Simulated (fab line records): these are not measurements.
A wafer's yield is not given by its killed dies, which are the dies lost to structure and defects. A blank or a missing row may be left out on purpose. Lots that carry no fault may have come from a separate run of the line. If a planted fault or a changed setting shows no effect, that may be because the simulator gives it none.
What tool caused it? + flow berkeley-cmos170 + 14 lots, 42 wafers sampled, at 6 steps of a route of 331

WHAT THE GAUGES SHOWED, per wafer
UCB170_WELLDRIVE_THK_MEAS_02.
| lot  | measured    | on            | WELLDRIVE_OXIDE_THK (nm) |
|------|-------------|---------------|--------------------------|
| L775 | day 3 14:02 | film-metro-04 | 200 200 200              |
| L774 | day 3 15:53 | film-metro-02 | 208 208 205              |
| L778 | day 4 04:56 | film-metro-04 | 203 206 202              |
| L781 | day 5 00:47 | film-metro-04 | 198 201 200              |
| L784 | day 5 10:01 | film-metro-01 | 193 195 195              |
| L783 | day 5 14:48 | film-metro-04 | 198 196 200              |
| L786 | day 5 23:13 | film-metro-01 | 200 201 203              |
| L788 | day 6 14:37 | film-metro-02 | 201 197 198              |
| L787 | day 6 14:37 | film-metro-04 | 199 200 200              |
| L793 | day 7 04:50 | film-metro-01 | 195 196 196              |
| L794 | day 7 11:03 | film-metro-02 | 192 195 190              |
| L796 | day 8 01:35 | film-metro-04 | 194 197 194              |
| L795 | day 8 05:50 | film-metro-02 | 201 196 200              |
| L797 | day 8 09:28 | film-metro-04 | 197 194 195              |

UCB170_GATE_THK_MEAS_02.
| lot  | measured     | on            | GATE_OXIDE_THK (nm) |
|------|--------------|---------------|---------------------|
| L775 | day 5 13:32  | film-metro-04 | 6.39 6.55 6.65      |
| L774 | day 5 13:36  | film-metro-04 | 6.69 6.72 6.73      |
| L778 | day 6 08:52  | film-metro-02 | 6.47 6.43 6.48      |
| L781 | day 6 20:06  | film-metro-04 | 6.70 6.80 6.74      |
| L784 | day 7 14:37  | film-metro-02 | 6.54 6.49 6.68      |
| L783 | day 7 14:37  | film-metro-04 | 6.62 6.72 6.63      |
| L786 | day 7 19:59  | film-metro-02 | 6.55 6.74 6.55      |
| L788 | day 8 17:46  | film-metro-02 | 6.56 6.48 6.57      |
| L787 | day 8 17:47  | film-metro-04 | 6.51 6.57 6.43      |
| L793 | day 9 10:30  | film-metro-02 | 6.75 6.68 6.83      |
| L794 | day 9 14:44  | film-metro-02 | 6.46 6.50 6.62      |
| L796 | day 10 08:07 | film-metro-02 | 6.43 6.35 6.55      |
| L795 | day 10 08:09 | film-metro-02 | 6.64 6.65 6.67      |
| L797 | day 10 10:56 | film-metro-04 | 6.41 6.49 6.49      |

UCB170_CONTACT_CD_MEAS_90: target cd 700 nm.
| lot  | measured     | on        | cd-nm (nm)        |
|------|--------------|-----------|-------------------|
| L775 | day 6 17:02  | cd-sem-02 | 701.6 701.6 702.5 |
| L774 | day 6 17:17  | cd-sem-02 | 703.9 702.5 702.7 |
| L778 | day 7 14:02  | cd-sem-02 | 699.1 700.4 701.9 |
| L781 | day 8 03:45  | cd-sem-02 | 700.2 702.4 702.3 |
| L784 | day 8 22:23  | cd-sem-01 | 701.3 701.1 701.5 |
| L783 | day 8 22:36  | cd-sem-01 | 698.5 698.3 698.8 |
| L786 | day 8 22:43  | cd-sem-01 | 699.7 699.5 698.6 |
| L788 | day 9 23:35  | cd-sem-02 | - - -             |
| L787 | day 9 23:22  | cd-sem-02 | - - -             |
| L793 | day 10 13:29 | cd-sem-01 | 699.9 699.5 700.7 |
| L794 | day 10 21:21 | cd-sem-02 | 699.6 700.2 697.1 |
| L796 | day 11 14:43 | cd-sem-02 | 699.0 696.7 698.8 |
| L795 | day 11 17:00 | cd-sem-01 | 698.5 699.9 699.6 |
| L797 | day 11 15:58 | cd-sem-01 | 699.8 701.2 699.2 |

EACH LOT AND THE TOOL THAT RAN IT (in order: tool; ch and the chambers of the sampled wafers; start)
| lot  | UCB170_SDANNEAL_RTA_01           | UCB170_CONTACT_ETCH_17             | UCB170_CONTACT_ETCH_18                        |
|------|----------------------------------|------------------------------------|-----------------------------------------------|
| L775 | rtp-anneal-01 ch 0, day 6 11:17  | rie-diel-04 ch 0,1,3, day 6 16:46  | rie-diel-04 ch 0,1,3, day 6 17:02 or earlier  |
| L774 | rtp-anneal-01 ch 0, day 6 11:47  | rie-diel-01 ch 0,1,2, day 6 17:01  | rie-diel-01 ch 0,1,2, day 6 17:17 or earlier  |
| L778 | rtp-anneal-01 ch 0, day 7 08:59  | rie-diel-01 ch 0,1,2, day 7 13:46  | rie-diel-01 ch 0,1,2, day 7 14:02 or earlier  |
| L781 | rtp-anneal-01 ch 0, day 7 22:37  | rie-diel-04 ch 0,1,2, day 8 03:29  | rie-diel-04 ch 0,1,2, day 8 03:45 or earlier  |
| L784 | rtp-anneal-02 ch 0, day 8 14:26  | rie-diel-04 ch 1,3, day 8 22:05    | rie-diel-04 ch 1,3, day 8 22:23 or earlier    |
| L783 | rtp-anneal-01 ch 0, day 8 14:46  | rie-diel-02 ch 0,2,3, day 8 22:17  | rie-diel-02 ch 0,2,3, day 8 22:36 or earlier  |
| L786 | rtp-anneal-01 ch 0, day 8 15:43  | rie-diel-01 ch 0,2,3, day 8 22:22  | rie-diel-01 ch 0,2,3, day 8 22:43 or earlier  |
| L788 | rtp-anneal-01 ch 0, day 9 17:45  | rie-diel-04 ch 0,1,2, day 9 23:07  | rie-diel-04 ch 0,1,2, day 9 23:35 or earlier  |
| L787 | rtp-anneal-02 ch 0, day 9 17:20  | rie-diel-02 ch 0,1,2, day 9 22:52  | rie-diel-02 ch 0,1,2, day 9 23:22 or earlier  |
| L793 | rtp-anneal-01 ch 0, day 10 07:38 | rie-diel-02 ch 1,2, day 10 13:11   | rie-diel-02 ch 1,2, day 10 13:29 or earlier   |
| L794 | rtp-anneal-01 ch 0, day 10 15:54 | rie-diel-04 ch 0,2,3, day 10 21:04 | rie-diel-04 ch 0,2,3, day 10 21:21 or earlier |
| L796 | rtp-anneal-01 ch 0, day 11 09:28 | rie-diel-02 ch 1,2,3, day 11 14:23 | rie-diel-02 ch 1,2,3, day 11 14:43 or earlier |
| L795 | rtp-anneal-02 ch 0, day 11 09:33 | rie-diel-02 ch 1,2, day 11 16:44   | rie-diel-02 ch 1,2, day 11 17:00 or earlier   |
| L797 | rtp-anneal-02 ch 0, day 11 09:26 | rie-diel-01 ch 2,3, day 11 15:43   | rie-diel-01 ch 2,3, day 11 15:58 or earlier   |
- UCB170_SDANNEAL_RTA_01: time 5 s.
- UCB170_CONTACT_ETCH_17: etches BARC in N2/H2.
- UCB170_CONTACT_ETCH_18: etches PSG in CHF3/CF4/Ar, stops on TiSi2, target depth 840 nm, time 195 s.

WHAT THE TOOLS THEMSELVES READ (means of the sampled wafers that have a number; where no wafer has one, the mark that the record gives instead)
UCB170_SDANNEAL_RTA_01.
| lot  | tool          | lamp-power-pct (%) | wafer_temp_C_max |
|------|---------------|--------------------|------------------|
| L775 | rtp-anneal-01 | 42.7               | 1053.3           |
| L774 | rtp-anneal-01 | 42.7               | 1053.4           |
| L778 | rtp-anneal-01 | 42.6               | 1053.8           |
| L781 | rtp-anneal-01 | 42.7               | 1053.6           |
| L784 | rtp-anneal-02 | 36.9               | 1054.0           |
| L783 | rtp-anneal-01 | 42.7               | 1054.4           |
| L786 | rtp-anneal-01 | 42.7               | 1053.4           |
| L788 | rtp-anneal-01 | 42.7               | 1054.2           |
| L787 | rtp-anneal-02 | 36.9               | 1053.1           |
| L793 | rtp-anneal-01 | 42.7               | 1053.5           |
| L794 | rtp-anneal-01 | 42.7               | 1053.4           |
| L796 | rtp-anneal-01 | 42.7               | 1053.4           |
| L795 | rtp-anneal-02 | 36.9               | 1053.3           |
| L797 | rtp-anneal-02 | 36.9               | 1054.1           |

UCB170_CONTACT_ETCH_17.
| lot  | tool        | bias-w (W) | chamber-pressure-mTorr (mTorr) | drypump-motor-current-A (A) | oes-product-au (a.u.) | throttle-valve-pct (%) |
|------|-------------|------------|--------------------------------|-----------------------------|-----------------------|------------------------|
| L775 | rie-diel-04 | 100.09     | 29.983                         | 5.8                         | 0.986                 | 13.24                  |
| L774 | rie-diel-01 | 99.76      | 29.994                         | 5.8                         | 1.020                 | 13.47                  |
| L778 | rie-diel-01 | 99.94      | 29.978                         | 5.8                         | 1.020                 | 13.46                  |
| L781 | rie-diel-04 | 100.07     | 30.004                         | 5.7                         | 0.999                 | 13.33                  |
| L784 | rie-diel-04 | 99.58      | 29.997                         | 5.9                         | 0.997                 | 13.33                  |
| L783 | rie-diel-02 | 99.81      | 29.995                         | 6.1                         | 1.013                 | 13.41                  |
| L786 | rie-diel-01 | 100.01     | 29.985                         | 6.1                         | 1.004                 | 13.39                  |
| L788 | rie-diel-04 | -          | -                              | -                           | -                     | -                      |
| L787 | rie-diel-02 | -          | -                              | -                           | -                     | -                      |
| L793 | rie-diel-02 | 99.83      | 30.049                         | 5.4                         | 1.001                 | 13.41                  |
| L794 | rie-diel-04 | 100.02     | 30.020                         | 5.5                         | 1.007                 | 13.28                  |
| L796 | rie-diel-02 | 99.95      | 30.012                         | 5.7                         | 1.006                 | 13.45                  |
| L795 | rie-diel-02 | 99.59      | 29.980                         | 5.7                         | 1.005                 | 13.53                  |
| L797 | rie-diel-01 | 100.22     | 30.018                         | 6.3                         | 0.997                 | 13.48                  |

UCB170_CONTACT_ETCH_18.
| lot  | tool        | CHF3_flow_sccm (sccm) | cf4-flow-sccm (sccm) | drypump-motor-current-A (A) | oes-product-au (a.u.) | throttle-valve-pct (%) |
|------|-------------|-----------------------|----------------------|-----------------------------|-----------------------|------------------------|
| L775 | rie-diel-04 | 45.04                 | 15.02                | 5.8                         | 0.885                 | 6.88                   |
| L774 | rie-diel-01 | 45.05                 | 15.03                | 5.8                         | 0.912                 | 7.06                   |
| L778 | rie-diel-01 | 45.06                 | 15.01                | 5.8                         | 0.914                 | 7.06                   |
| L781 | rie-diel-04 | 45.09                 | 15.05                | 5.7                         | 0.889                 | 6.96                   |
| L784 | rie-diel-04 | 45.05                 | 15.02                | 5.9                         | 0.894                 | 6.94                   |
| L783 | rie-diel-02 | 45.01                 | 14.96                | 6.0                         | 0.906                 | 7.00                   |
| L786 | rie-diel-01 | 44.93                 | 15.01                | 6.1                         | 0.900                 | 6.97                   |
| L788 | rie-diel-04 | 45.10                 | 15.01                | 5.8                         | 0.377                 | 6.96                   |
| L787 | rie-diel-02 | 44.96                 | 14.99                | 5.7                         | 0.381                 | 6.97                   |
| L793 | rie-diel-02 | 45.00                 | 14.98                | 5.3                         | 0.909                 | 6.98                   |
| L794 | rie-diel-04 | 45.05                 | 15.03                | 5.5                         | 0.904                 | 6.90                   |
| L796 | rie-diel-02 | 44.99                 | 14.99                | 5.7                         | 0.907                 | 7.01                   |
| L795 | rie-diel-02 | 44.93                 | 15.00                | 5.6                         | 0.914                 | 7.04                   |
| L797 | rie-diel-01 | 45.06                 | 14.92                | 6.2                         | 0.885                 | 7.06                   |

THE ANSWER, worked out from the rows above alone
Rule: the usual values come from the lots themselves. Put in order of their means at a reading, lots are off if they are a third of the lots or fewer, leave a main group of 4 or more, and stand apart from it by a gap of 3 or more times the standard deviation of the main group's means; of several such gaps the widest counts. The tables above print the reading to a certain number of digits; a main group whose means all agree to those digits is not used. A lot without any number at a reading at which 4 lots or more have one is off too. Where the step has rows for the other lots, those lots are counted as sound. After the gauges, taken in route order, come the tools' own readings; for these a lot's mean is taken, as printed above. At the first step where some lot is off, the reading lying furthest off is the one used; lots without a number count as furthest.
Off at UCB170_CONTACT_CD_MEAS_90 (cd-nm): L788, L787. Without a number there: L788, L787. Mean 700.2 nm and standard deviation 1.4 in the main group.
If a tool, at a process step before that reading, ran all the lots that are off and no sound lot after the first of them, it fits. The gauges at UCB170_CONTACT_CD_MEAS_90 aren't tried: what is off there is off at UCB170_CONTACT_ETCH_17 too, on other tools, and a gauge's error can't cause that. With no start given for some of its lots, UCB170_CONTACT_ETCH_18 uses the hours and lot order of UCB170_CONTACT_CD_MEAS_90. None of those tried fits.

WHAT THE SIMULATOR HAD INSERTED
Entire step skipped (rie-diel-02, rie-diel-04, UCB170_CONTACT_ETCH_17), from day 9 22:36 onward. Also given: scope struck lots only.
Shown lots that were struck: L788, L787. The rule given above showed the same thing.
